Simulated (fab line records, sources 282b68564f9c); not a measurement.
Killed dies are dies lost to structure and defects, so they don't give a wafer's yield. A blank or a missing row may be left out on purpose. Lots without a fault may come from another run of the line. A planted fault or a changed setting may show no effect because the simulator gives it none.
fab line records | flow rit_cmos
record lots=6 wafers=18 last_day=7
route steps=202 shown SPACER@130 NSD@131 PSD@142 M1@202
lots that met no fault: from a run of the same line without faults
start_h: hours from the record's first day to the start of the lot's first wafer shown | wait_h: hours since the lot's step before | " the same as in the row above | L1.1+2: a row that stands for several wafers | - no value, or no start given | * or withheld: withheld | < > ~ a bound
route shown NAME@n: a module of which the file shows steps, and the number in the route of the first | usual: mean/standard deviation of fault-free wafers | same: alike in all rows | chamber/n: place in a boat | sites: the reading at each site | _std_site: their standard deviation | _edge_site: outer sites' mean less inner sites' | radius_mm: how far each site lies from the wafer's centre | mask NAME#n: copy n | behind: the tool/chamber that last shaped the wafer | hold: why the lot was held/for how many hours/how that ended | device: the transistor (n, p or np) that didn't switch | end of line: the same wafers' tests at the end of the route | a step without rows: its recipe alone | killed: dies lost to structure and defects at the first sort, not the wafer's yield | map: a wafer's dies, x killed, . not, _ none there
set.NAME: the setting as run; set.NAME@STEP: as run at that earlier step | model.NAME: the simulator's own value behind a step, which no gauge read
lots at some steps of the route; a table a step, a row a wafer
services: from which hour (start_h, from the record's first day; less than 0 if before it) a tool's chamber was out of use, for how many hours, and why
## steps
# step RIT_SPACER_ETCHBACK_05
# recipe target_depth_a=2500 SF6_flow_sccm=30 CHF3_flow_sccm=30 target=Si3N4 chemistry=SF6/CHF3 pressure_mtorr=40 rf_w=250 time_s=240 stop_on=SiO2
# usual drypump_motor_current_A=5.7/0.57 oes_product_au=0.846/0.016 rf_fwd_power_W=249.2/0.78 throttle_valve_pct=10.21/0.16
# columns lot.wafer tool chamber start_h wait_h drypump_motor_current_A oes_product_au rf_fwd_power_W rf_hours_counter_h throttle_valve_pct
L374.1 rie_diel-01 2 52.10 0.1 5.3 0.857 248.9 131 10.03
L374.2 " 3 " " 5.3 0.844 248.6 4 10.51
L374.3 " 0 " " 6.3 0.870 249.1 85 10.20
L378.3 rie_diel-03 3 72.44 0.0 4.9 0.859 250.5 54 9.95
L378.5 " 1 " " 5.3 0.841 249.3 - 10.12
L378.6 " 2 " " 6.6 0.840 248.2 - 10.38
L386.1 rie_diel-01 1 111.55 0.1 6.5 0.839 248.9 5 10.30
L386.2 " 3 " " 5.3 0.830 248.3 5 10.50
L386.6 " 1 " " 6.5 0.837 248.3 - 10.28
L388.2 rie_diel-02 3 122.06 0.0 6.0 0.876 249.1 95 10.43
L388.5 " 2 " " 5.0 0.854 248.6 - 10.09
L388.6 " 1 " " 5.7 0.832 250.3 - 10.34
L392.1 rie_diel-02 0 141.93 0.1 5.2 0.853 249.3 54 10.12
L392.2 " 2 " " 5.0 0.841 249.0 99 10.09
L392.5 " 0 " " 5.2 0.855 249.1 - 10.12
L396.2 rie_diel-03 2 159.05 0.0 6.5 0.842 249.4 7 10.36
L396.4 " 0 " " 5.2 0.854 249.4 24 10.17
L396.5 " 1 " " 5.3 0.838 249.3 - 10.14
# step RIT_NSD_HMDS_00
# recipe prime_time_s=60 prime_temp_c=140
# step RIT_NSD_COAT_01
# recipe resist=NOVOLAK spin_rpm=3250 resist_thk_nm=1000
# step RIT_NSD_SOFTBAKE_02
# recipe resist=NOVOLAK temp_c=90 time_s=60
# step RIT_NSD_EXPOSE_03
# recipe mask_id=M9 na=0.57 target_cd_nm=40700 dose_mj=250
# step RIT_NSD_PEB_04
# recipe resist=NOVOLAK temp_c=withheld time_s=withheld
# step RIT_NSD_DEVELOP_05
# recipe resist=NOVOLAK develop_time_s=50 dev_temp_c=23
# step RIT_NSD_OVL_MEAS_06
# usual NSD_OVL=0.2/1.3
# columns lot.wafer tool chamber start_h wait_h NSD_OVL[nm]
L374.1 overlay-01 - 53.23 - 3.5
L374.2 " - " " 2.8
L374.3 " - " " 2.6
L378.3 overlay-01 - 73.46 - -1.5
L378.5 " - " " -0.3
L378.6 " - " " 0.7
L386.1 overlay-02 - 112.67 - -0.4
L386.2 " - " " 0.5
L386.6 " - " " 0.4
L388.2 overlay-02 - 123.21 - 2.1
L388.5 " - " " 1.4
L388.6 " - " " 0.9
L392.1 overlay-01 - 143.06 - -0.5
L392.2 " - " " -2.1
L392.5 " - " " -0.6
L396.2 overlay-02 - 160.06 - 0.5
L396.4 " - " " 0.5
L396.5 " - " " -0.1
# step RIT_NSD_HARDBAKE_07
# recipe resist=NOVOLAK temp_c=140 time_s=60
# step RIT_NSD_IMPLANT_08
# recipe species=P energy_kev=25 dose_cm2=1e+15 tilt_deg=7
# step RIT_NSD_STRIP_09
# recipe chemistry=O2 time_s=180 resist=NOVOLAK platen_temp_c=withheld power_w=500 pressure_mtorr=4000 o2_flow_sccm=4000
# usual drypump_motor_current_A=5.4/0.58 o2_flow_sccm=3999/12
# columns lot.wafer tool chamber start_h wait_h drypump_motor_current_A o2_flow_sccm rf_hours_counter_h
L374.1 plasma_asher-01 1 53.56 0.1 4.7 3991 33
L374.2 " 0 " " 5.3 3981 33
L374.3 " 1 " " 4.7 4012 -
L378.3 plasma_asher-01 1 73.84 0.1 4.7 4016 -
L378.5 " 0 " " 5.3 4009 -
L378.6 " 1 " " 4.7 4012 -
L386.1 plasma_asher-02 1 113.01 0.1 4.9 3986 29
L386.2 " 0 " " 6.5 3999 29
L386.6 " 1 " " 5.0 4008 -
L388.2 plasma_asher-02 0 123.67 0.1 6.5 3992 30
L388.5 " 0 " " 6.5 4007 -
L388.6 " 1 " " 5.0 3994 -
L392.1 plasma_asher-01 0 143.39 0.1 5.3 4009 3
L392.2 " 1 " " 4.7 3984 3
L392.5 " 1 " " 4.7 3996 -
L396.2 plasma_asher-01 1 160.39 0.1 4.7 3990 5
L396.4 " 0 " " 5.3 4007 -
L396.5 " 0 " " 5.3 4007 -
# step RIT_NSD_TW_MEAS_10
# usual NSD_TW=3105/14
# columns lot.wafer tool chamber start_h wait_h NSD_TW
L374.1 film_metro-01 - 53.74 0.1 3115
L374.2 " - " " 3121
L374.3 " - " " 3107
L378.3 film_metro-01 - 73.97 0.1 3120
L378.5 " - " " 3109
L378.6 " - " " 3112
L386.1 film_metro-03 - 113.18 0.1 3110
L386.2 " - " " 3112
L386.6 " - " " 3103
L388.2 film_metro-02 - 123.85 0.1 3108
L388.5 " - " " 3090
L388.6 " - " " 3110
L392.1 film_metro-02 - 143.57 0.1 3122
L392.2 " - " " 3126
L392.5 " - " " 3118
L396.2 film_metro-01 - 160.57 0.1 3107
L396.4 " - " " 3111
L396.5 " - " " 3124
# step RIT_PSD_HMDS_00
# recipe prime_time_s=60 prime_temp_c=140
# usual prime_temp_c=140.00/0.13
# columns lot.wafer tool chamber start_h wait_h prime_temp_c
L374.1 litho_track-02 0 53.80 0.1 139.76
L374.2 " 0 " " 139.94
L374.3 " 0 " " 139.75
L378.3 litho_track-03 0 74.06 0.1 139.83
L378.5 " 0 " " 139.86
L378.6 " 0 " " 139.90
L386.1 litho_track-03 0 113.24 0.1 141.71
L386.2 " 0 " " 141.46
L386.6 " 0 " " 141.60
L388.2 litho_track-03 0 123.93 0.1 141.82
L388.5 " 0 " " 141.58
L388.6 " 0 " " 141.81
L392.1 litho_track-02 0 143.63 0.1 139.83
L392.2 " 0 " " 140.00
L392.5 " 0 " " 140.17
L396.2 litho_track-04 0 160.65 0.1 139.86
L396.4 " 0 " " 140.02
L396.5 " 0 " " 140.05
# step RIT_PSD_COAT_01
# recipe resist=NOVOLAK spin_rpm=3250 resist_thk_nm=1000
# step RIT_M1_PROBE_99
# usual killed_at_front_end=6.6/3 killed_dies=6.6/3 killed_open=3.4/2 killed_short=3.2/2
# same gross_dies=264 killed_at_M0_to_M3=0 killed_at_M4_up=0 killed_at_back_side=0 killed_at_contacts=0 killed_at_other=0
# columns lot.wafer tool chamber start_h wait_h killed_at_front_end killed_dies killed_open killed_short
L374.1 prober-01 - 63.43 0.1 7 7 1 5
L374.2 prober-01 - 63.48 0.1 7 7 2 4
L374.3 prober-01 - 63.53 0.2 11 11 4 7
L378.3 prober-01 - 83.30 0.2 11 11 7 4
L378.5 prober-01 - 83.40 0.2 6 6 3 3
L378.6 prober-01 - 83.45 0.2 8 8 3 5
L386.1 prober-01 - 122.75 0.1 4 4 0 4
L386.2 prober-01 - 122.80 0.1 6 6 5 1
L386.6 prober-01 - 123.00 0.2 9 9 1 8
L388.2 prober-02 - 133.33 0.1 3 3 2 1
L388.5 prober-02 - 133.48 0.2 6 6 3 3
L388.6 prober-02 - 133.53 0.2 3 3 2 1
L392.1 prober-02 - 152.83 0.1 8 8 4 4
L392.2 prober-02 - 152.88 0.1 11 11 8 3
L392.5 prober-02 - 153.03 0.2 6 6 3 3
L396.2 prober-02 - 170.12 0.1 9 9 3 6
L396.4 prober-02 - 170.22 0.2 6 6 4 2
L396.5 prober-02 - 170.27 0.2 8 8 3 5
# killed by level:class
L374.1 GATE:geometric_particle:short=2 REOX:geometric_particle:short=2 REOX:geometric_particle:open=1 SILICIDE:geometric_particle:short=1 NWELL:coat_microbubble_printed=1
L374.2 REOX:geometric_particle:short=3 FOX1:geometric_particle:open=1 GATE:geometric_particle:open=1 SILICIDE:geometric_particle:short=1 PWELL:coat_microbubble_printed=1
L374.3 REOX:geometric_particle:open=3 FOX1:geometric_particle:short=2 GATE:geometric_particle:short=2 SPACER:geometric_particle:short=1 GATE:geometric_particle:open=1 REOX:geometric_particle:short=1 SILICIDE:geometric_particle:short=1
L378.3 FOX2:geometric_particle:open=2 FOX2:geometric_particle:short=2 REOX:geometric_particle:open=2 ACTIVE:geometric_particle:open=1 GATE:geometric_particle:open=1 GATE:geometric_particle:short=1 SPACER:geometric_particle:open=1 SILICIDE:geometric_particle:short=1
L378.5 SPACER:geometric_particle:open=2 REOX:geometric_particle:short=1 SPACER:geometric_particle:short=1 SILICIDE:geometric_particle:short=1 SILICIDE:geometric_particle:open=1
L378.6 SILICIDE:geometric_particle:short=2 FOX1:geometric_particle:open=1 FOX2:geometric_particle:short=1 GATE:geometric_particle:short=1 GATE:geometric_particle:open=1 REOX:geometric_particle:short=1 REOX:geometric_particle:open=1
L386.1 FOX2:geometric_particle:short=1 GATE:geometric_particle:short=1 REOX:geometric_particle:short=1 SILICIDE:geometric_particle:short=1
L386.2 GATE:geometric_particle:open=4 FOX1:geometric_particle:open=1 GATE:geometric_particle:short=1
L386.6 GATE:geometric_particle:short=6 FOX1:geometric_particle:short=1 SPACER:geometric_particle:short=1 SPACER:geometric_particle:open=1
L388.2 SPACER:geometric_particle:open=2 GATE:geometric_particle:short=1
L388.5 SPACER:geometric_particle:short=3 GATE:geometric_particle:open=1 REOX:geometric_particle:open=1 SPACER:geometric_particle:open=1
L388.6 FOX2:geometric_particle:open=1 GATE:geometric_particle:open=1 SPACER:geometric_particle:short=1
L392.1 REOX:geometric_particle:open=3 SPACER:geometric_particle:short=2 GATE:geometric_particle:open=1 GATE:geometric_particle:short=1 REOX:geometric_particle:short=1
L392.2 GATE:geometric_particle:open=3 REOX:geometric_particle:short=3 REOX:geometric_particle:open=3 FOX1:geometric_particle:open=1 SPACER:geometric_particle:open=1
L392.5 GATE:geometric_particle:short=2 FOX2:geometric_particle:open=1 REOX:geometric_particle:open=1 SPACER:geometric_particle:open=1 SPACER:geometric_particle:short=1
L396.2 GATE:geometric_particle:short=3 GATE:geometric_particle:open=2 FOX1:geometric_particle:open=1 FOX1:geometric_particle:short=1 FOX2:geometric_particle:short=1 SPACER:geometric_particle:short=1
L396.4 GATE:geometric_particle:open=2 SILICIDE:geometric_particle:open=2 SPACER:geometric_particle:short=1 SILICIDE:geometric_particle:short=1
L396.5 GATE:geometric_particle:short=3 SPACER:geometric_particle:open=2 FOX1:geometric_particle:short=1 GATE:geometric_particle:open=1 SILICIDE:geometric_particle:short=1
## services
# columns tool chamber start_h hours kind
rie_diel-01 - 33.88 0.5 repair
rie_diel-01 1 35.75 48.8 repair
plasma_asher-01 - 38.42 0.3 repair
rie_diel-03 2 42.92 8.1 repair
rie_diel-02 3 60.54 7.6 repair
plasma_asher-01 - 108.75 9.0 pm
plasma_asher-01 0 108.75 9.0 vent_cycle
plasma_asher-01 1 108.75 9.0 vent_cycle
plasma_asher-01 0 117.75 - clean
plasma_asher-01 1 117.75 - clean
rie_diel-01 2 123.10 3.8 repair
rie_diel-01 0 139.81 2.8 repair
plasma_asher-02 - 157.25 4.0 repair
## key
first_sign step=RIT_PSD_HMDS_00 reading=prime_temp_c direction=up sigmas=12 usual=* struck=*
effect none on later readings
met_at RIT_PSD_HMDS_00
struck_wafers L386.1,L386.2,L386.6,L388.2,L388.5,L388.6
tester_left_out L386,L388
onset_between 74.06 113.24
fault kind=process_parameter_drift tool=litho_track-03 chamber=- onset_h=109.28 steps=RIT_PSD_HMDS_00 channel=prime_temp_c offset=* shape=step end_h=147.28 acts_in=* stated=*
# tester_left_out: of these lots the tester's yield and bins aren't shown, on N5 and GAA mostly nor the transistor test; their killed dies are dies lost to structure and defects alone, not to doping, threshold or leakage, so they don't give the yield
